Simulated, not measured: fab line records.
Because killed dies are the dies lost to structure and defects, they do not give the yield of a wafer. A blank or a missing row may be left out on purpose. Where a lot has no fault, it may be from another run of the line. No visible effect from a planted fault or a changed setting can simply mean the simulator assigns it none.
Which tool is to blame?	flow rit cmos	14 lots, 42 wafers sampled, at 5 steps of a route of 202

## WHAT THE GAUGES SHOWED, per wafer
RIT_ACTIVE_CD_MEAS_11: target cd 1400 nm. Usual: cd nm 1401.1 nm, standard deviation 2.2.
lot	measured	on	cd nm (nm)	flag
L811	day 1 15:25	cd sem-01	1400.7 1400.7 1403.1	
L814	day 2 05:47	cd sem-02	1403.0 1402.6 1403.1	
L815	day 2 10:33	cd sem-01	1403.9 1406.3 1402.9	
L816	day 2 16:47	cd sem-02	1402.9 1401.0 1401.9	
L817	day 2 21:09	cd sem-01	1400.1 1398.3 1399.1	
L818	day 3 02:16	cd sem-01	1401.9 1400.7 1401.4	
L820	day 3 11:35	cd sem-01	1396.3 1399.9 1399.5	
L821	day 3 17:47	cd sem-02	1405.0 1403.4 1406.0	
L823	day 4 03:23	cd sem-02	1400.0 1402.2 1402.1	
L825	day 4 13:17	cd sem-01	1400.7 1399.8 1399.4	
L830	day 5 13:36	cd sem-01	1397.3 1399.2 1400.9	
L831	day 5 19:16	cd sem-01	1401.7 1402.4 1399.9	
L833	day 6 05:11	cd sem-02	1402.4 1401.4 1401.6	
L834	day 6 09:30	cd sem-02	1400.5 1403.3 1402.9	

RIT_PRETRO_TW_MEAS_10. Usual: PRETRO_TW typically reads 474, with standard deviation 3.4.
lot	measured	on	PRETRO_TW	flag
L811	day 2 08:36	film metro-01	470 469 473	
L814	day 2 23:41	film metro-04	474 473 474	
L815	day 3 03:59	film metro-04	474 476 474	
L816	day 3 10:14	film metro-04	477 476 474	
L817	day 3 14:04	film metro-04	475 475 476	
L818	day 3 18:52	film metro-01	474 472 479	
L820	day 4 04:19	film metro-02	475 477 475	
L821	day 4 10:34	film metro-02	479 478 479	
L823	day 4 20:13	film metro-04	391 394 394 392 394 392	OFF
L825	day 5 06:01	film metro-01	390 390 392 393 394 391	OFF
L830	day 6 10:05	film metro-02	481 480 480	
L831	day 6 13:03	film metro-04	477 475 475	
L833	day 6 21:54	film metro-01	475 473 477	
L834	day 7 03:07	film metro-04	476 475 474	

## WHAT TOOL EACH LOT RAN ON (gives the tool, then ch and the chambers of the sampled wafers, and finally the start)
lot	RIT_NWELL_STRIP_09	RIT_NRETRO_STRIP_09	RIT_PRETRO_IMPLANT_08
L811	plasma asher-03 ch 0,1, day 1 21:56	plasma asher-02 ch 0,1, day 2 06:54	implanter-02 ch 0, day 2 08:19
L814	plasma asher-01 ch 0,1, day 2 13:10	plasma asher-03 ch 0,1, day 2 21:52	implanter-02 ch 0, day 2 23:25
L815	plasma asher-01 ch 0,1, day 2 17:32	plasma asher-02 ch 0,1, day 3 02:13	implanter-02 ch 0, day 3 03:43
L816	plasma asher-04 ch 0,1, day 2 23:41	plasma asher-04 ch 1, day 3 08:23	implanter-02 ch 0, day 3 09:56
L817	plasma asher-03 ch 0,1, day 3 03:21	plasma asher-04 ch 0, day 3 12:20	implanter-03 ch 0, day 3 13:44
L818	plasma asher-03 ch 0,1, day 3 08:35	plasma asher-04 ch 0,1, day 3 17:08	implanter-03 ch 0, day 3 18:32
L820	plasma asher-01 ch 0,1, day 3 17:55	plasma asher-04 ch 0,1, day 4 02:28	implanter-02 ch 0, day 4 04:00
L821	plasma asher-04 ch 0,1, day 4 00:17	plasma asher-04 ch 0,1, day 4 08:50	implanter-03 ch 0, day 4 10:14
L823	plasma asher-03 ch 0,1, day 4 09:41	plasma asher-02 ch 0,1, day 4 18:21	implanter-03 ch 0, day 4 19:55
L825	plasma asher-01 ch 0,1, day 4 19:32	plasma asher-02 ch 0,1, day 5 04:10	implanter-03 ch 0, day 5 05:43
L830	plasma asher-03 ch 0,1, day 5 21:18	plasma asher-02 ch 0,1, day 6 08:17	implanter-02 ch 0, day 6 09:48
L831	plasma asher-01 ch 0,1, day 6 02:29	plasma asher-04 ch 0,1, day 6 11:12	implanter-02 ch 0, day 6 12:44
L833	plasma asher-04 ch 0,1, day 6 11:32	plasma asher-04 ch 0,1, day 6 20:13	implanter-01 ch 0, day 6 21:36
L834	plasma asher-04 ch 0,1, day 6 15:56	plasma asher-02 ch 0,1, day 7 01:17	implanter-01 ch 0, day 7 02:49
- RIT_NWELL_STRIP_09: strips in O2, time 180 s.
- RIT_NRETRO_STRIP_09: strips in O2, time 180 s.
- RIT_PRETRO_IMPLANT_08

## AS READ BY THE TOOLS THEMSELVES (means over the sampled wafers that have a number; for cases with no such wafer, the mark the record gives instead)
RIT_NWELL_STRIP_09. Usual: drypump motor current A 5.6 A, standard deviation 0.48.
lot	tool	drypump motor current A (A)	flag
L811	plasma asher-03	5.9	
L814	plasma asher-01	5.3	
L815	plasma asher-01	5.3	
L816	plasma asher-04	5.7	
L817	plasma asher-03	5.9	
L818	plasma asher-03	6.0	
L820	plasma asher-01	5.3	
L821	plasma asher-04	5.6	
L823	plasma asher-03	6.2	
L825	plasma asher-01	5.3	
L830	plasma asher-03	6.2	
L831	plasma asher-01	5.1	
L833	plasma asher-04	5.7	
L834	plasma asher-04	5.4	

RIT_NRETRO_STRIP_09. Usual: drypump motor current A 5.8 A, standard deviation 0.39.
lot	tool	drypump motor current A (A)	flag
L811	plasma asher-02	6.1	
L814	plasma asher-03	6.0	
L815	plasma asher-02	6.1	
L816	plasma asher-04	5.9	
L817	plasma asher-04	5.2	
L818	plasma asher-04	5.4	
L820	plasma asher-04	5.7	
L821	plasma asher-04	5.4	
L823	plasma asher-02	6.1	
L825	plasma asher-02	6.1	
L830	plasma asher-02	6.1	
L831	plasma asher-04	5.4	
L833	plasma asher-04	5.7	
L834	plasma asher-02	6.1	

RIT_PRETRO_IMPLANT_08. Usual: beam on s 10.01 s, standard deviation 0.19; dose ions cm2 1.1999e+13, standard deviation 1.3e+10; faraday current uA 38.0, standard deviation 0.71.
lot	tool	beam on s (s)	dose ions cm2	faraday current uA	flag
L811	implanter-02	10.02	1.2006e+13	38.0	
L814	implanter-02	9.90	1.2008e+13	38.4	
L815	implanter-02	10.02	1.1980e+13	38.1	
L816	implanter-02	10.04	1.1983e+13	37.9	
L817	implanter-03	9.77	1.1984e+13	39.1	
L818	implanter-03	10.15	1.1992e+13	37.4	
L820	implanter-02	9.88	1.1991e+13	38.6	
L821	implanter-03	10.10	1.1998e+13	37.6	
L823	implanter-03	9.70	6.5893e+12	21.6	OFF
L825	implanter-03	10.10	6.6150e+12	20.8	OFF
L830	implanter-02	10.13	1.2000e+13	37.6	
L831	implanter-02	9.93	1.1994e+13	38.3	
L833	implanter-01	10.03	1.2004e+13	37.9	
L834	implanter-01	10.07	1.1999e+13	37.8	

## THE ANSWER, worked out from the rows above alone
Rule: lot off if the mean of its wafers having a number is beyond 3 standard deviations from the usual mean. A lot without any number at a reading at which 4 lots or more have one is off too. Any other lot the step has rows for is counted as sound. The gauges are gone through in route order, then the tools' own readings, and for those a lot's mean is taken as printed above. The first step at which some lot is off is used, and at that step the reading that is off furthest; a lot without a number counts as furthest.
Off: L823, L825, at RIT_PRETRO_TW_MEAS_10 (PRETRO_TW).
If a tool, at a process step before that reading, ran all the lots that are off and no sound lot after the first of them, it fits. Not tried: the gauges at RIT_PRETRO_TW_MEAS_10; whatever is off there is also off at RIT_PRETRO_IMPLANT_08, on other tools, and gauge error can't account for it. One fits: implanter-03 at RIT_PRETRO_IMPLANT_08. Its last sound lot is L821 (day 4 10:14), its first lot that is off L823 (day 4 19:55): a fault that began between those two fits.
The tool's own readings at RIT_PRETRO_IMPLANT_08 bear it out: on the lots that are off they differ by more than 5 times the standard deviation of the sound lots' means. dose ions cm2 reads 6.6022e+12 there against 1.1995e+13 on the sound lots; faraday current uA reads 21.2 there against 38.1 on the sound lots.

## WHAT THE SIMULATOR HAD INSERTED
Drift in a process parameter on implanter-03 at RIT_PRETRO_IMPLANT_08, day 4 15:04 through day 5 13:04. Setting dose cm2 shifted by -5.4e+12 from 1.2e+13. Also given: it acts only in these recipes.
Lots struck among those shown: L823, L825. The rule above found the same.
